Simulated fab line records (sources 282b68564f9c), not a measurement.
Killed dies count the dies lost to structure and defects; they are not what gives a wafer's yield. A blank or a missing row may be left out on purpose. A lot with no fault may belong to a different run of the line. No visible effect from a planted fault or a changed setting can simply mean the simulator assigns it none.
Comparing a struck lot with a sound one + flow rit cmos + 43 out of 202 route steps
Sound: these wafers, L337.2, L337.4, L337.5. Struck: wafer L345.6 (left out: L345.1, L345.4 of the same lot, which were not struck); the cause appears at the end.
At each step with rows: each side's tool, then ch and its chambers, then its first start. Under that, the readings that differ: sound wafers + struck wafers + difference of the means + sigmas: that difference in standard deviations of wafers without a fault.
alike: same words and numbers on both sides, and readings whose means sit less than 2 such deviations apart. not compared: any withheld reading, any reading some wafer has no value for, any bound like >300 that may hide the same value, and any number with overlapping values for which the record gives no deviation.
The two part at a step that has a row with sigmas, a row that says differs or no value, or rows on one side only. Numbers that have no deviation but don't overlap get no sigmas and don't part them. Lack of a reading on every wafer of one side parts them only where that side has two or more wafers.

first, 1 step without rows for these wafers: RIT_NRETRO_IMPLANT_08.
RIT_NRETRO_STRIP_09: strips in O2, time 180 s.
  sound on plasma asher-03 ch 0,1, day 3 16:43; struck on plasma asher-04 ch 0, day 5 09:38
  alike: drypump motor current A, rf refl power W
  not compared: rf hours counter h
RIT_NRETRO_TW_MEAS_10:
  sound on film metro-02 at day 3 16:53; struck on film metro-04 at day 5 09:49
  alike: NRETRO_TW
then, 6 steps without rows for these wafers: RIT_PRETRO_HMDS_00 (prime time 60 s); RIT_PRETRO_COAT_01 (resist thk 1300 nm); RIT_PRETRO_SOFTBAKE_02 (time 60 s); RIT_PRETRO_EXPOSE_03 (exposes mask M5, target cd 43700 nm); RIT_PRETRO_PEB_04; RIT_PRETRO_DEVELOP_05 (develop time 68 s).
RIT_PRETRO_OVL_MEAS_06:
  sound on overlay-01 at day 3 17:56; struck on overlay-01 at day 5 10:53
  alike: PRETRO_OVL
then, 2 steps without rows for these wafers: RIT_PRETRO_HARDBAKE_07 (time 120 s); RIT_PRETRO_IMPLANT_08.
RIT_PRETRO_STRIP_09: strips in O2, time 180 s.
  sound on plasma asher-04 ch 0,1, day 3 18:22; struck on plasma asher-04 ch 0, day 5 11:19
  alike: drypump motor current A, rf refl power W
  not compared: rf hours counter h
RIT_PRETRO_TW_MEAS_10:
  sound on film metro-01 at day 3 18:34; struck on film metro-03 at day 5 11:29
  alike: PRETRO_TW
then, 5 steps without rows for these wafers: RIT_GATE_WET_ETCH_00 (etches SiO2 in BOE, target depth 56 nm, time 60 s); RIT_GATE_CLEAN_01 (cleans in SC1, time 600 s); RIT_GATE_CLEAN_02 (cleans in dHF, time 30 s); RIT_GATE_CLEAN_03 (cleans in SC2, time 600 s); RIT_GATE_CLEAN_04 (cleans in dHF, time 60 s).
RIT_FOX2_THK_MEAS_91:
  sound on film metro-01 at day 3 19:02; struck on film metro-01 at day 5 11:58
  alike: FIELD_OXIDE_LEFT_2_THK
then, 2 steps without rows for these wafers: RIT_GATE_OXIDATION_05 (target thk 3 nm, ox time 270 s); RIT_GATE_ANNEAL_06 (time 600 s).
RIT_GATE_THK_MEAS_07:
  sound on film metro-01 at day 3 21:23; struck on film metro-02 at day 5 14:04
  alike: GATE_OXIDE_THK
then, 1 step without rows for these wafers: RIT_GATE_CVD_08 (deposits poly-Si from SiH4, target thk 250 nm, time 2220 s).
RIT_GATE_THK_MEAS_09:
  sound on film metro-03 at day 3 23:04; struck on film metro-03 at day 5 17:06
| reading            | sound             | struck | difference | sigmas |
|--------------------|-------------------|--------|------------|--------|
| GATE_POLY_THK (nm) | 249.6 249.7 248.5 | 255.0  | +5.7       | +2     |
then, 6 steps without rows for these wafers: RIT_GATE_HMDS_10 (prime time 60 s); RIT_GATE_COAT_11 (resist thk 850 nm); RIT_GATE_SOFTBAKE_12 (time 60 s); RIT_GATE_EXPOSE_13 (exposes mask M6, target cd 150 nm); RIT_GATE_PEB_14; RIT_GATE_DEVELOP_15 (develop time 50 s).
RIT_GATE_CD_MEAS_16 targets a cd of 150 nm.
  sound on cd sem-02 at day 4 00:07; struck on cd sem-02 at day 5 18:14
  alike: cd nm
RIT_GATE_OVL_MEAS_17:
  sound on overlay-02 at day 4 00:13; struck on overlay-01 at day 5 18:21
  alike: GATE_OVL
then, 1 step without rows for these wafers: RIT_GATE_HARDBAKE_18 (time 60 s).
RIT_GATE_ETCH_19: etches poly-Si in SF6/CHF3/O2, stops on SiO2, time 165 s, target depth 312.5 nm.
  sound on rie si-02 ch 2,3, day 4 00:24; struck on rie si-02 ch 2, day 5 18:32
  alike: drypump motor current A, oes product au, throttle valve pct
  not compared: rf hours counter h
RIT_GATE_STRIP_20: strips in O2, time 180 s.
  sound on plasma asher-04 ch 0,1, day 4 00:30; struck on plasma asher-04 ch 1, day 5 18:39
  alike: drypump motor current A, rf refl power W
  not compared: rf hours counter h
RIT_GATE_CD_MEAS_90 targets a cd of 150 nm.
  sound on cd sem-02 at day 4 00:42; struck on cd sem-01 at day 5 18:49
  alike: cd nm
then, 4 steps without rows for these wafers: RIT_REOX_CLEAN_00 (cleans in SC1, time 600 s); RIT_REOX_CLEAN_01 (cleans in dHF, time 30 s); RIT_REOX_CLEAN_02 (cleans in SC2, time 600 s); RIT_REOX_OXIDATION_03 (target thk 25.2 nm, ox time 5580 s).
RIT_REOX_THK_MEAS_04:
  sound on film metro-04 at day 4 04:16; struck on film metro-01 at day 5 21:53
  alike: REOX_OXIDE_THK
RIT_M1_PROBE_99:
  sound on prober-02 at day 4 20:38; struck on prober-02 at day 6 14:46
| reading             | sound   | struck | difference | sigmas |
|---------------------|---------|--------|------------|--------|
| killed at front end | 11 8 13 | 31     | +20        | +7     |
| killed dies         | 11 8 13 | 31     | +20        | +7     |
| killed on rim       | 3 2 3   | 9      | +6         | +5     |
  alike: killed_at_M0_to_M3, killed at contacts, killed open, killed short

== WHERE THEY PART ==
First at RIT_GATE_THK_MEAS_09; last, within this record, at RIT_M1_PROBE_99.

WHY: what the simulator had put in
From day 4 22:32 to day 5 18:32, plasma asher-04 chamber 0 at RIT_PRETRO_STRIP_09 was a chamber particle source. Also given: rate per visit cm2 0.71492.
